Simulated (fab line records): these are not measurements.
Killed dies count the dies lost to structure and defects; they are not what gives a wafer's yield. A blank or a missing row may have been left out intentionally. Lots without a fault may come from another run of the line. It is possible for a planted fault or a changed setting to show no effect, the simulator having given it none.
fab line records | flow rit-cmos
record: lots: 7 | wafers: 21 | last-day: 7
route steps=202 shown ACTIVE@1 FOX1@20 FOX2@23 M1@202
lots with no fault: from the same line, run without faults
start-h: hours from the record's opening day to when the first of the lot's shown wafers began | wait-h: hours from the lot's prior step to this one | " repeats the value in the row above | L1.1+2: several wafers, shown together as one row | - no value present, or no start provided | * or withheld: withheld | < > ~ a bound
route shown NAME@n: names a module that has steps shown in the file, with the first one's number in the route | usual: average and standard deviation across the fault-free wafers | same: alike in all rows | chamber/n: place in a boat | sites: the reading at each site | _std_site: standard deviation across them | _edge_site: the outer-site mean with the inner-site mean subtracted | radius-mm: how far each site lies from the wafer's centre | mask NAME#n: copy n | behind: the last tool/chamber to shape the wafer | hold: why the lot was held/for how many hours/how that ended | device: the transistor (n, p or np) that didn't switch | end of line: tests run on the same wafers once the route is complete | step lacking rows: just its recipe | killed: count of dies lost to structure and defects at first sort (not the wafer's yield) | map: the dies of a wafer, with x for killed, . for not killed, _ for no die there
set.NAME: the run value of the setting; set.NAME@STEP: its run value at that earlier step | model.NAME: the simulator's own value behind a step, which no gauge read
a table for each step, a row for each wafer; lots at some steps of the route
services: the hour from which a tool's chamber was out of use, counted from the record's first day as start-h (under 0 if before that day), plus the number of hours and why
== steps ==
step: RIT_ACTIVE_BOW_MEAS_00
recipe: mode: bow
usual: INCOMING_BOW: 0/6.2
lot.wafer | tool          | chamber | start-h | wait-h | INCOMING_BOW[um]
L242.1    | film-metro-02 | -       | 15.00   | -      | -2
L242.5    | "             | -       | "       | "      | -1
L242.6    | "             | -       | "       | "      | 5
L251.1    | film-metro-03 | -       | 60.00   | -      | 9
L251.2    | "             | -       | "       | "      | 2
L251.5    | "             | -       | "       | "      | 0
L252.2    | film-metro-01 | -       | 65.02   | -      | 4
L252.4    | "             | -       | "       | "      | -6
L252.5    | "             | -       | "       | "      | 1
L253.4    | film-metro-02 | -       | 70.06   | -      | 9
L253.5    | "             | -       | "       | "      | -3
L253.6    | "             | -       | "       | "      | -3
L254.1    | film-metro-01 | -       | 75.00   | -      | 5
L254.3    | "             | -       | "       | "      | 5
L254.6    | "             | -       | "       | "      | 2
L256.2    | film-metro-01 | -       | 85.02   | -      | -3
L256.5    | "             | -       | "       | "      | 6
L256.6    | "             | -       | "       | "      | -10
L263.3    | film-metro-01 | -       | 120.04  | -      | -6
L263.5    | "             | -       | "       | "      | 9
L263.6    | "             | -       | "       | "      | -7
step: RIT_ACTIVE_OXIDATION_01
recipe: temp-c: 1000 | ambient: O2 | target-thk-a: 468 | ox-time-s: 3360
step: RIT_ACTIVE_THK_MEAS_02
recipe: reads: SiO2_of_ACTIVE_OXIDATION_01
usual: ACTIVE_OXIDE_THK: 47.7/0.88
lot.wafer | tool          | chamber | start-h | wait-h | ACTIVE_OXIDE_THK[nm]
L242.1    | film-metro-03 | -       | 17.86   | 0.0    | 48.3
L242.5    | "             | -       | "       | "      | 49.0
L242.6    | "             | -       | "       | "      | 48.1
L251.1    | film-metro-02 | -       | 63.72   | 0.0    | 48.5
L251.2    | "             | -       | "       | "      | 47.9
L251.5    | "             | -       | "       | "      | 48.8
L252.2    | film-metro-02 | -       | 67.06   | 0.0    | 48.3
L252.4    | "             | -       | "       | "      | 48.8
L252.5    | "             | -       | "       | "      | 48.5
L253.4    | film-metro-01 | -       | 72.08   | 0.0    | 48.0
L253.5    | "             | -       | "       | "      | 47.9
L253.6    | "             | -       | "       | "      | 47.9
L254.1    | film-metro-01 | -       | 77.22   | 0.0    | 48.9
L254.3    | "             | -       | "       | "      | 49.8
L254.6    | "             | -       | "       | "      | 49.2
L256.2    | film-metro-03 | -       | 87.06   | 0.0    | 46.6
L256.5    | "             | -       | "       | "      | 46.4
L256.6    | "             | -       | "       | "      | 47.1
L263.3    | film-metro-01 | -       | 122.07  | 0.0    | 47.6
L263.5    | "             | -       | "       | "      | 47.9
L263.6    | "             | -       | "       | "      | 47.8
step: RIT_ACTIVE_CVD_03
recipe: material: Si3N4 | target-thk-nm: 150 | temp-c: 810 | precursor: SiH2Cl2/NH3 | time-s: 1500 | pressure-mtorr: 300 | sih2cl2-flow-sccm: 59.1 | nh3-flow-sccm: 150
usual: zone-power-load-pct: 20.0/1.2
lot.wafer | tool     | chamber | start-h | wait-h | zone-power-load-pct | model.Si3N4_of_ACTIVE_CVD_03.thk-nm
L242.1    | lpcvd-02 | 1       | 17.92   | 0.1    | 20.1                | 150.6
L242.5    | "        | 1       | "       | "      | 20.0                | 150.6
L242.6    | "        | 1       | "       | "      | 20.1                | 150.8
L251.1    | lpcvd-02 | 1       | 63.78   | 0.1    | 19.9                | 122.4
L251.2    | "        | 1       | "       | "      | 20.2                | 120.4
L251.5    | "        | 1       | "       | "      | 19.9                | 122
L252.2    | lpcvd-02 | 1       | 67.11   | 0.0    | 20.1                | 120.3
L252.4    | "        | 1       | "       | "      | 19.6                | 122.3
L252.5    | "        | 1       | "       | "      | 19.8                | 121.3
L253.4    | lpcvd-01 | 0       | 72.11   | 0.0    | 18.5                | 149.6
L253.5    | "        | 0       | "       | "      | 19.1                | 149.4
L253.6    | "        | 0       | "       | "      | 18.7                | 149.2
L254.1    | lpcvd-02 | 1       | 77.28   | 0.1    | 20.0                | 120.4
L254.3    | "        | 1       | "       | "      | 19.7                | 120.4
L254.6    | "        | 1       | "       | "      | 19.9                | 120.5
L256.2    | lpcvd-01 | 1       | 87.11   | 0.0    | 19.9                | 146.3
L256.5    | "        | 1       | "       | "      | 20.3                | 146.4
L256.6    | "        | 1       | "       | "      | 20.2                | 147.1
L263.3    | lpcvd-01 | 1       | 122.11  | 0.0    | 20.5                | 147.1
L263.5    | "        | 1       | "       | "      | 20.2                | 148.7
L263.6    | "        | 1       | "       | "      | 20.8                | 147.2
step: RIT_ACTIVE_THK_MEAS_04
recipe: reads: Si3N4_of_ACTIVE_CVD_03
usual: ACTIVE_NITRIDE_THK: 149.7/1.3
lot.wafer | tool          | chamber | start-h | wait-h | ACTIVE_NITRIDE_THK[nm]
L242.1    | film-metro-01 | -       | 19.33   | 0.0    | 150.7
L242.5    | "             | -       | "       | "      | 150.5
L242.6    | "             | -       | "       | "      | 150.8
L251.1    | film-metro-01 | -       | 65.20   | 0.0    | 122.3
L251.2    | "             | -       | "       | "      | 120.3
L251.5    | "             | -       | "       | "      | 122.1
L252.2    | film-metro-03 | -       | 68.54   | 0.0    | 120.3
L252.4    | "             | -       | "       | "      | 122.3
L252.5    | "             | -       | "       | "      | 121.4
L253.4    | film-metro-02 | -       | 74.27   | 0.0    | 149.6
L253.5    | "             | -       | "       | "      | 149.3
L253.6    | "             | -       | "       | "      | 149.3
L254.1    | film-metro-02 | -       | 79.40   | 0.0    | 120.4
L254.3    | "             | -       | "       | "      | 120.4
L254.6    | "             | -       | "       | "      | 120.5
L256.2    | film-metro-02 | -       | 88.54   | 0.0    | 146.4
L256.5    | "             | -       | "       | "      | 146.3
L256.6    | "             | -       | "       | "      | 147.1
L263.3    | film-metro-02 | -       | 123.55  | 0.0    | 147.0
L263.5    | "             | -       | "       | "      | 148.7
L263.6    | "             | -       | "       | "      | 147.1
step: RIT_ACTIVE_HMDS_05
recipe: prime-time-s: 60 | prime-temp-c: 140
step: RIT_ACTIVE_COAT_06
recipe: resist: NOVOLAK | spin-rpm: 3250 | resist-thk-nm: 1000
step: RIT_ACTIVE_SOFTBAKE_07
recipe: resist: NOVOLAK | temp-c: 90 | time-s: 60
step: RIT_ACTIVE_EXPOSE_08
recipe: mask-id: M1 | na: 0.6 | source-shape: conventional | sigma-outer: 0.6 | target-cd-nm: 1400 | dose-mj: 222.6
step: RIT_ACTIVE_PEB_09
recipe: resist: NOVOLAK | temp-c: withheld | time-s: withheld
step: RIT_ACTIVE_DEVELOP_10
recipe: resist: NOVOLAK | develop-time-s: 50 | dev-temp-c: 23
step: RIT_ACTIVE_CD_MEAS_11
recipe: target-cd-nm: 1400
usual: cd-nm: 1400.8/2.6
lot.wafer | tool      | chamber | start-h | wait-h | cd-nm
L242.1    | cd-sem-01 | -       | 20.24   | -      | 1400.7
L242.5    | "         | -       | "       | "      | 1400.1
L242.6    | "         | -       | "       | "      | 1402.1
L251.1    | cd-sem-02 | -       | 66.14   | -      | 1402.4
L251.2    | "         | -       | "       | "      | 1401.7
L251.5    | "         | -       | "       | "      | 1403.7
L252.2    | cd-sem-01 | -       | 69.58   | -      | 1404.8
L252.4    | "         | -       | "       | "      | 1403.1
L252.5    | "         | -       | "       | "      | 1404.1
L253.4    | cd-sem-01 | -       | 75.21   | -      | 1403.8
L253.5    | "         | -       | "       | "      | 1402.2
L253.6    | "         | -       | "       | "      | 1403.1
L254.1    | cd-sem-01 | -       | 80.31   | -      | 1402.9
L254.3    | "         | -       | "       | "      | 1398.5
L254.6    | "         | -       | "       | "      | 1401.2
L256.2    | cd-sem-02 | -       | 89.46   | -      | 1401.9
L256.5    | "         | -       | "       | "      | 1402.0
L256.6    | "         | -       | "       | "      | 1402.9
L263.3    | cd-sem-01 | -       | 124.60  | -      | 1404.3
L263.5    | "         | -       | "       | "      | 1404.5
L263.6    | "         | -       | "       | "      | 1406.0
step: RIT_ACTIVE_HARDBAKE_12
recipe: resist: NOVOLAK | temp-c: 140 | time-s: 60
step: RIT_ACTIVE_ETCH_13
recipe: stop-on: SiO2 | chemistry: SF6 | target: Si3N4 | time-s: 210 | over-etch-frac: 0.4 | SF6_flow_sccm: 200 | pressure-mtorr: 260 | rf-w: 125 | target-depth-a: 2100
usual: drypump-motor-current-A: 5.8/0.39 | oes-product-au: 0.815/0.012 | throttle-valve-pct: 7.48/0.15
lot.wafer | tool        | chamber | start-h | wait-h | drypump-motor-current-A | oes-product-au | rf-hours-counter-h | throttle-valve-pct | model.etch.depth-nm | model.ACTIVE.feature-depth-nm
L242.1    | rie-diel-02 | 1       | 20.51   | 0.1    | 6.5                     | 0.818          | 143                | 7.38               | 150.6               | 151.3
L242.5    | "           | 1       | "       | "      | 6.5                     | 0.824          | -                  | 7.39               | 150.6               | 151.3
L242.6    | "           | 0       | "       | "      | 4.7                     | 0.823          | -                  | 7.35               | 150.8               | 152.2
L251.1    | rie-diel-04 | 3       | 66.41   | 0.1    | 5.5                     | 0.716          | 154                | 7.37               | 122.4               | 122.4
L251.2    | "           | 2       | "       | "      | 6.2                     | 0.726          | 79                 | 7.33               | 120.4               | 120.4
L251.5    | "           | 2       | "       | "      | 6.2                     | 0.722          | -                  | 7.33               | 122                 | 122
L252.2    | rie-diel-02 | 0       | 70.07   | 0.1    | 4.7                     | 0.737          | 71                 | 7.33               | 120.3               | 121.7
L252.4    | "           | 1       | "       | "      | 6.5                     | 0.739          | 143                | 7.39               | 122.3               | 123
L252.5    | "           | 3       | "       | "      | 5.8                     | 0.741          | -                  | 7.58               | 121.3               | 121.3
L253.4    | rie-diel-04 | 1       | 75.42   | 0.1    | 5.7                     | 0.822          | 2                  | 7.73               | 149.6               | 150
L253.5    | "           | 2       | "       | "      | 6.2                     | 0.804          | -                  | 7.37               | 149.4               | 149.4
L253.6    | "           | 1       | "       | "      | 5.7                     | 0.826          | -                  | 7.72               | 149.2               | 149.6
L254.1    | rie-diel-02 | 0       | 80.58   | 0.1    | 4.7                     | 0.739          | 71                 | 7.35               | 120.4               | 121.7
L254.3    | "           | 3       | "       | "      | 5.7                     | 0.739          | 93                 | 7.57               | 120.4               | 120.4
L254.6    | "           | 0       | "       | "      | 4.7                     | 0.740          | -                  | 7.34               | 120.5               | 121.9
L256.2    | rie-diel-04 | 0       | 89.71   | 0.1    | 5.8                     | 0.797          | 149                | 7.41               | 146.3               | 146.3
L256.5    | "           | 2       | "       | "      | 6.2                     | 0.807          | -                  | 7.35               | 146.4               | 146.4
L256.6    | "           | 3       | "       | "      | 5.5                     | 0.794          | -                  | 7.38               | 147.1               | 147.1
L263.3    | rie-diel-04 | 0       | 124.83  | 0.1    | 5.8                     | 0.801          | 150                | 7.41               | 147.1               | 147.1
L263.5    | "           | 1       | "       | "      | 5.7                     | 0.827          | -                  | 7.72               | 148.7               | 149.1
L263.6    | "           | 0       | "       | "      | 5.9                     | 0.795          | -                  | 7.42               | 147.2               | 147.2
step: RIT_ACTIVE_STRIP_14
recipe: chemistry: O2 | time-s: 180 | resist: NOVOLAK | platen-temp-c: withheld | power-w: 500 | pressure-mtorr: 4000 | o2-flow-sccm: 4000
usual: drypump-motor-current-A: 6.2/0.4
lot.wafer | tool            | chamber | start-h | wait-h | drypump-motor-current-A | rf-hours-counter-h
L242.1    | plasma-asher-03 | 1       | 20.65   | 0.1    | 5.6                     | 38
L242.5    | "               | 1       | "       | "      | 5.6                     | -
L242.6    | "               | 0       | "       | "      | 6.3                     | -
L251.1    | plasma-asher-03 | 1       | 66.54   | 0.1    | 5.6                     | 42
L251.2    | "               | 0       | "       | "      | 6.3                     | 42
L251.5    | "               | 0       | "       | "      | 6.3                     | -
L252.2    | plasma-asher-02 | 1       | 70.20   | 0.1    | 5.6                     | 28
L252.4    | "               | 0       | "       | "      | 6.4                     | -
L252.5    | "               | 1       | "       | "      | 5.6                     | -
L253.4    | plasma-asher-03 | 1       | 75.61   | 0.1    | 5.6                     | -
L253.5    | "               | 0       | "       | "      | 6.3                     | -
L253.6    | "               | 1       | "       | "      | 5.6                     | -
L254.1    | plasma-asher-01 | 1       | 80.72   | 0.1    | 6.4                     | 42
L254.3    | "               | 1       | "       | "      | 6.4                     | -
L254.6    | "               | 0       | "       | "      | 6.6                     | -
L256.2    | plasma-asher-01 | 1       | 89.84   | 0.1    | 6.4                     | 44
L256.5    | "               | 1       | "       | "      | 6.4                     | -
L256.6    | "               | 0       | "       | "      | 6.6                     | -
L263.3    | plasma-asher-01 | 0       | 125.03  | 0.1    | 6.6                     | -
L263.5    | "               | 0       | "       | "      | 6.6                     | -
L263.6    | "               | 1       | "       | "      | 6.4                     | -
step: RIT_ACTIVE_CD_MEAS_90
recipe: target-cd-nm: 1400
usual: cd-nm: 1400.8/2.6
lot.wafer | tool      | chamber | start-h | wait-h | cd-nm
L242.1    | cd-sem-02 | -       | 20.82   | 0.1    | 1400.7
L242.5    | "         | -       | "       | "      | 1400.3
L242.6    | "         | -       | "       | "      | 1402.4
L251.1    | cd-sem-02 | -       | 66.72   | 0.1    | 1402.3
L251.2    | "         | -       | "       | "      | 1401.7
L251.5    | "         | -       | "       | "      | 1403.8
L252.2    | cd-sem-02 | -       | 70.40   | 0.1    | 1404.5
L252.4    | "         | -       | "       | "      | 1403.7
L252.5    | "         | -       | "       | "      | 1404.0
L253.4    | cd-sem-02 | -       | 75.79   | 0.1    | 1403.4
L253.5    | "         | -       | "       | "      | 1402.6
L253.6    | "         | -       | "       | "      | 1403.2
L254.1    | cd-sem-02 | -       | 80.89   | 0.1    | 1402.5
L254.3    | "         | -       | "       | "      | 1398.0
L254.6    | "         | -       | "       | "      | 1401.2
L256.2    | cd-sem-02 | -       | 90.04   | 0.1    | 1402.1
L256.5    | "         | -       | "       | "      | 1401.7
L256.6    | "         | -       | "       | "      | 1402.7
L263.3    | cd-sem-02 | -       | 125.18  | 0.1    | 1404.5
L263.5    | "         | -       | "       | "      | 1403.8
L263.6    | "         | -       | "       | "      | 1406.3
step: RIT_ACTIVE_CLEAN_15
recipe: chemistry: SC1 | mix: 3:3:50 | time-s: 600 | temp-c: 75
step: RIT_ACTIVE_CLEAN_16
recipe: chemistry: dHF | dilution: 50:1 | time-s: 30
step: RIT_ACTIVE_CLEAN_17
recipe: chemistry: SC2 | mix: 3:3:50 | time-s: 600 | temp-c: 75 | dry: n2-spin
step: RIT_FOX1_OXIDATION_00
recipe: temp-c: 1107 | ambient: H2O | target-thk-a: 3507 | p-h2o-torr: 720 | ox-time-s: 1130
step: RIT_FOX1_THK_MEAS_01
recipe: reads: SiO2_of_FOX1_OXIDATION_00
usual: FOX1_OXIDE_THK: 366/5.3
lot.wafer | tool          | chamber | start-h | wait-h | FOX1_OXIDE_THK[nm]
L242.1    | film-metro-01 | -       | 23.91   | 0.0    | 355
L242.5    | "             | -       | "       | "      | 358
L242.6    | "             | -       | "       | "      | 358
L251.1    | film-metro-01 | -       | 68.52   | 0.0    | 370
L251.2    | "             | -       | "       | "      | 370
L251.5    | "             | -       | "       | "      | 366
L252.2    | film-metro-02 | -       | 72.19   | 0.0    | 369
L252.4    | "             | -       | "       | "      | 368
L252.5    | "             | -       | "       | "      | 364
L253.4    | film-metro-01 | -       | 77.56   | 0.0    | 362
L253.5    | "             | -       | "       | "      | 359
L253.6    | "             | -       | "       | "      | 363
L254.1    | film-metro-02 | -       | 82.88   | 0.0    | 359
L254.3    | "             | -       | "       | "      | 363
L254.6    | "             | -       | "       | "      | 362
L256.2    | film-metro-02 | -       | 91.86   | 0.0    | 365
L256.5    | "             | -       | "       | "      | 364
L256.6    | "             | -       | "       | "      | 361
L263.3    | film-metro-01 | -       | 127.12  | 0.0    | 367
L263.5    | "             | -       | "       | "      | 377
L263.6    | "             | -       | "       | "      | 369
step: RIT_FOX1_WET_ETCH_02
recipe: chemistry: BOE | target-depth-nm: 350 | time-s: 390 | temp-c: 21.5 | dry: n2-spin | dilution: 10:1 | target: SiO2
step: RIT_FOX2_OXIDATION_00
recipe: temp-c: 1100 | ambient: H2O | target-thk-a: 3507 | p-h2o-torr: 720 | ox-time-s: 1130
step: RIT_FOX2_THK_MEAS_01
recipe: reads: SiO2_of_FOX2_OXIDATION_00
usual: FOX2_OXIDE_THK: 354/7
lot.wafer | tool          | chamber | start-h | wait-h | FOX2_OXIDE_THK[nm]
L242.1    | film-metro-03 | -       | 25.65   | 0.0    | 355
L242.5    | "             | -       | "       | "      | 348
L242.6    | "             | -       | "       | "      | 358
L251.1    | film-metro-03 | -       | 70.11   | 0.0    | 338
L251.2    | "             | -       | "       | "      | 348
L251.5    | "             | -       | "       | "      | 352
L252.2    | film-metro-03 | -       | 73.69   | 0.0    | 346
L252.4    | "             | -       | "       | "      | 350
L252.5    | "             | -       | "       | "      | 341
L253.4    | film-metro-03 | -       | 79.05   | 0.0    | 364
L253.5    | "             | -       | "       | "      | 364
L253.6    | "             | -       | "       | "      | 359
L254.1    | film-metro-03 | -       | 84.37   | 0.0    | 355
L254.3    | "             | -       | "       | "      | 355
L254.6    | "             | -       | "       | "      | 350
L256.2    | film-metro-03 | -       | 93.35   | 0.0    | 364
L256.5    | "             | -       | "       | "      | 359
L256.6    | "             | -       | "       | "      | 361
L263.3    | film-metro-03 | -       | 128.62  | 0.0    | 362
L263.5    | "             | -       | "       | "      | 356
L263.6    | "             | -       | "       | "      | 357
step: RIT_FOX2_CLEAN_02
recipe: chemistry: dHF | dilution: 50:1 | time-s: 180
lot.wafer | tool         | chamber | start-h | wait-h | model.Si3N4_of_ACTIVE_CVD_03.thk-nm
L242.1+5  | wet-bench-04 | 1       | 25.71   | 0.1    | 131.1
L242.6    | "            | 1       | "       | "      | 131.3
L251.1    | wet-bench-03 | 1       | 70.17   | 0.1    | 103
L251.2    | "            | 1       | "       | "      | 101
L251.5    | "            | 1       | "       | "      | 102.6
L252.2    | wet-bench-03 | 0       | 73.74   | 0.0    | 100.9
L252.4    | "            | 0       | "       | "      | 102.9
L252.5    | "            | 0       | "       | "      | 102
L253.4    | wet-bench-04 | 0       | 79.08   | 0.0    | 130.2
L253.5    | "            | 0       | "       | "      | 130
L253.6    | "            | 0       | "       | "      | 129.8
L254.1+3  | wet-bench-02 | 1       | 84.43   | 0.1    | 100.9
L254.6    | "            | 1       | "       | "      | 101
L256.2    | wet-bench-03 | 1       | 93.40   | 0.0    | 126.9
L256.5    | "            | 1       | "       | "      | 127
L256.6    | "            | 1       | "       | "      | 127.7
L263.3    | wet-bench-04 | 3       | 128.66  | 0.0    | 127.6
L263.5    | "            | 3       | "       | "      | 129.2
L263.6    | "            | 3       | "       | "      | 127.7
step: RIT_FOX2_WET_ETCH_03
recipe: chemistry: H3PO4 | target: Si3N4 | target-depth-nm: 195 | temp-c: 165 | time-s: 2700
step: RIT_M1_PROBE_99
usual: killed_at_M0_to_M3: 0.0/0.083 | killed-at-front-end: 6.3/2.9 | killed-dies: 6.4/2.9 | killed-on-rim: 1.7/1.4 | killed-open: 3.3/2.1 | killed-short: 3.1/1.7
same: gross-dies: 264 | killed_at_M4_up: 0 | killed-at-back-side: 0 | killed-at-contacts: 0 | killed-at-other: 0
lot.wafer | tool      | chamber | start-h | wait-h | killed_at_M0_to_M3 | killed-at-front-end | killed-dies | killed-on-rim | killed-open | killed-short | model.etest.nldd.width-nm | model.etest.pldd.width-nm | model.etest.pplus-sal.width-nm | model.etest.nplus-sal.width-nm
L242.1    | prober-02 | -       | 66.98   | 0.1    | 0                  | 6                   | 6           | 2             | 3           | 3            | 3164                      | 3150                      | 3412                           | 3440
L242.5    | prober-02 | -       | 67.18   | 0.2    | 1                  | 11                  | 12          | 4             | 5           | 7            | 3153                      | 3163                      | 3424                           | 3425
L242.6    | prober-02 | -       | 67.23   | 0.2    | 0                  | 6                   | 6           | 1             | 1           | 5            | 3155                      | 3151                      | 3433                           | 3434
L251.1    | prober-01 | -       | 107.83  | 0.1    | 0                  | 7                   | 7           | 0             | 7           | 0            | 3129                      | 3109                      | 3397                           | 3390
L251.2    | prober-01 | -       | 107.88  | 0.1    | 0                  | 16                  | 16          | 6             | 7           | 9            | 3094                      | 3111                      | 3386                           | 3372
L251.5    | prober-01 | -       | 108.03  | 0.2    | 0                  | 19                  | 19          | 5             | 11          | 8            | 3105                      | 3115                      | 3420                           | 3403
L252.2    | prober-02 | -       | 112.69  | 0.1    | 0                  | 4                   | 4           | 0             | 2           | 2            | 3116                      | 3100                      | 3406                           | 3380
L252.4    | prober-02 | -       | 112.79  | 0.2    | 0                  | 4                   | 4           | 2             | 2           | 2            | 3112                      | 3098                      | 3379                           | 3404
L252.5    | prober-02 | -       | 112.84  | 0.2    | 0                  | 4                   | 4           | 1             | 3           | 1            | 3103                      | 3114                      | 3403                           | 3391
L253.4    | prober-02 | -       | 117.87  | 0.2    | 0                  | 4                   | 4           | 1             | 3           | 1            | 3142                      | 3146                      | 3423                           | 3419
L253.5    | prober-02 | -       | 117.92  | 0.2    | 0                  | 5                   | 5           | 1             | 2           | 3            | 3144                      | 3141                      | 3388                           | 3393
L253.6    | prober-02 | -       | 117.97  | 0.2    | 0                  | 3                   | 3           | 2             | 1           | 2            | 3146                      | 3145                      | 3403                           | 3394
L254.1    | prober-01 | -       | 123.67  | 0.1    | 0                  | 8                   | 8           | 1             | 3           | 5            | 3093                      | 3090                      | 3402                           | 3397
L254.3    | prober-01 | -       | 123.77  | 0.2    | 0                  | 4                   | 4           | 0             | 2           | 2            | 3080                      | 3079                      | 3384                           | 3376
L254.6    | prober-01 | -       | 123.92  | 0.2    | 0                  | 7                   | 7           | 0             | 2           | 5            | 3097                      | 3098                      | 3388                           | 3421
L256.2    | prober-01 | -       | 133.80  | 0.1    | 0                  | 6                   | 6           | 3             | 4           | 2            | 3157                      | 3142                      | 3435                           | 3435
L256.5    | prober-01 | -       | 133.95  | 0.2    | 0                  | 5                   | 5           | 0             | 2           | 3            | 3153                      | 3156                      | 3443                           | 3418
L256.6    | prober-01 | -       | 134.00  | 0.2    | 0                  | 9                   | 9           | 3             | 3           | 6            | 3159                      | 3169                      | 3424                           | 3414
L263.3    | prober-02 | -       | 170.53  | 0.2    | 0                  | 6                   | 6           | 2             | 0           | 6            | 3124                      | 3146                      | 3425                           | 3412
L263.5    | prober-02 | -       | 170.63  | 0.2    | 0                  | 2                   | 2           | 1             | 2           | 0            | 3124                      | 3119                      | 3423                           | 3440
L263.6    | prober-02 | -       | 170.68  | 0.2    | 0                  | 6                   | 6           | 0             | 1           | 5            | 3150                      | 3140                      | 3407                           | 3409
killed by level:class
L242.1 GATE:geometric-particle:short=2 GATE:geometric-particle:open=1 REOX:geometric-particle:open=1 SILICIDE:geometric-particle:open=1 SILICIDE:geometric-particle:short=1
L242.5 GATE:geometric-particle:open=3 SPACER:geometric-particle:short=2 FOX1:geometric-particle:short=1 GATE:geometric-particle:short=1 REOX:geometric-particle:short=1 REOX:geometric-particle:open=1 SPACER:geometric-particle:open=1 SILICIDE:geometric-particle:short=1
L242.6 GATE:geometric-particle:short=4 GATE:geometric-particle:open=1 REOX:geometric-particle:short=1
L251.1 REOX:geometric-particle:open=4 GATE:geometric-particle:open=2 FOX2:geometric-particle:open=1
L251.2 REOX:geometric-particle:short=5 FOX1:geometric-particle:short=3 GATE:geometric-particle:open=3 REOX:geometric-particle:open=2 SILICIDE:geometric-particle:open=2 GATE:geometric-particle:short=1
L251.5 GATE:geometric-particle:open=5 FOX1:geometric-particle:open=4 GATE:geometric-particle:short=4 FOX2:geometric-particle:short=2 FOX2:geometric-particle:open=1 REOX:geometric-particle:open=1 REOX:geometric-particle:short=1 SILICIDE:geometric-particle:short=1
L252.2 SILICIDE:geometric-particle:open=2 FOX2:geometric-particle:short=1 SILICIDE:geometric-particle:short=1
L252.4 GATE:geometric-particle:short=1 GATE:geometric-particle:open=1 SPACER:geometric-particle:open=1 SILICIDE:geometric-particle:short=1
L252.5 GATE:geometric-particle:open=2 GATE:geometric-particle:short=1 SPACER:geometric-particle:open=1
L253.4 SILICIDE:geometric-particle:open=2 FOX2:geometric-particle:short=1 GATE:geometric-particle:open=1
L253.5 SILICIDE:geometric-particle:short=2 FOX1:geometric-particle:short=1 FOX2:geometric-particle:open=1 GATE:geometric-particle:open=1
L253.6 GATE:geometric-particle:short=2 SILICIDE:geometric-particle:open=1
L254.1 GATE:geometric-particle:short=2 GATE:geometric-particle:open=1 REOX:geometric-particle:short=1 REOX:geometric-particle:open=1 SPACER:geometric-particle:short=1 SILICIDE:geometric-particle:open=1 SILICIDE:geometric-particle:short=1
L254.3 FOX2:geometric-particle:open=1 GATE:geometric-particle:short=1 REOX:geometric-particle:open=1 REOX:geometric-particle:short=1
L254.6 FOX1:geometric-particle:open=2 GATE:geometric-particle:short=2 FOX1:geometric-particle:short=1 REOX:geometric-particle:short=1 SPACER:geometric-particle:short=1
L256.2 GATE:geometric-particle:open=2 GATE:geometric-particle:short=1 SPACER:geometric-particle:open=1 SPACER:geometric-particle:short=1 SILICIDE:geometric-particle:open=1
L256.5 FOX1:geometric-particle:short=2 FOX1:geometric-particle:open=1 FOX2:geometric-particle:open=1 SPACER:geometric-particle:short=1
L256.6 GATE:geometric-particle:short=2 ACTIVE:geometric-particle:short=1 FOX1:geometric-particle:open=1 FOX1:geometric-particle:short=1 GATE:geometric-particle:open=1 REOX:geometric-particle:open=1 SPACER:geometric-particle:short=1 SILICIDE:geometric-particle:short=1
L263.3 GATE:geometric-particle:short=2 SILICIDE:geometric-particle:short=2 FOX1:geometric-particle:short=1 SPACER:geometric-particle:short=1
L263.5 FOX1:geometric-particle:open=2
L263.6 REOX:geometric-particle:short=2 FOX1:geometric-particle:short=1 GATE:geometric-particle:short=1 REOX:geometric-particle:open=1 SILICIDE:geometric-particle:short=1
== services ==
tool            | chamber | start-h | hours | kind
rie-diel-04     | 3       | 10.89   | 9.5   | repair
rie-diel-02     | 3       | 12.35   | 10.0  | repair
plasma-asher-02 | -       | 19.31   | 3.5   | repair
lpcvd-02        | -       | 38.00   | 2.7   | repair
plasma-asher-01 | -       | 46.11   | 1.4   | repair
plasma-asher-03 | -       | 52.92   | 0.6   | repair
plasma-asher-01 | -       | 76.21   | 2.8   | pm
rie-diel-04     | -       | 84.68   | 0.3   | repair
plasma-asher-03 | -       | 108.80  | 9.0   | pm
plasma-asher-03 | 0       | 108.80  | 9.0   | vent-cycle
plasma-asher-03 | 1       | 108.80  | 9.0   | vent-cycle
plasma-asher-02 | -       | 110.74  | 10.5  | repair
plasma-asher-03 | 0       | 117.80  | -     | clean
plasma-asher-03 | 1       | 117.80  | -     | clean
rie-diel-04     | 3       | 124.45  | -     | clean
rie-diel-04     | 3       | 124.45  | 26.7  | scheduled-down
rie-diel-04     | 3       | 124.45  | 26.7  | vent-cycle
rie-diel-04     | 0       | 128.36  | 46.2  | repair
== key ==
first-sign: step: RIT_ACTIVE_THK_MEAS_04 | reading: ACTIVE_NITRIDE_THK | direction: down | sigmas: 23 | usual: 149.7 | struck: 121.1
effect: step: RIT_ACTIVE_ETCH_13 | reading: oes-product-au | direction: down | sigmas: 6.9 | usual: 0.815 | struck: 0.733
model-effect: step: RIT_ACTIVE_CVD_03 | value: Si3N4_of_ACTIVE_CVD_03.thk-nm | without: 151 | struck: 121.1
model-effect: step: RIT_ACTIVE_ETCH_13 | value: etch.depth-nm | without: 151 | struck: 121.1
model-effect: step: RIT_FOX2_CLEAN_02 | value: Si3N4_of_ACTIVE_CVD_03.thk-nm | without: 131.6 | struck: 101.7
model-effect: step: RIT_M1_PROBE_99 | value: etest.nldd.width-nm | without: 3148 | struck: 3103
met-at RIT_ACTIVE_CVD_03
struck-wafers L251.1,L251.2,L251.5,L252.2,L252.4,L252.5,L254.1,L254.3,L254.6
tester-left-out L251,L252,L254
onset-between 17.92 63.78
fault: kind: process-parameter-drift | tool: lpcvd-02 | chamber: - | onset-h: 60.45 | steps: RIT_ACTIVE_CVD_03 | channel: target-thk-nm | offset: -30 | shape: step | end-h: 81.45 | acts-in: these-recipes-only | stated: 150
tester-left-out: of these lots the tester's yield and bins aren't shown, on N5 and GAA mostly nor the transistor test; their killed dies are dies lost to structure and defects alone, not to doping, threshold or leakage, so they don't give the yield
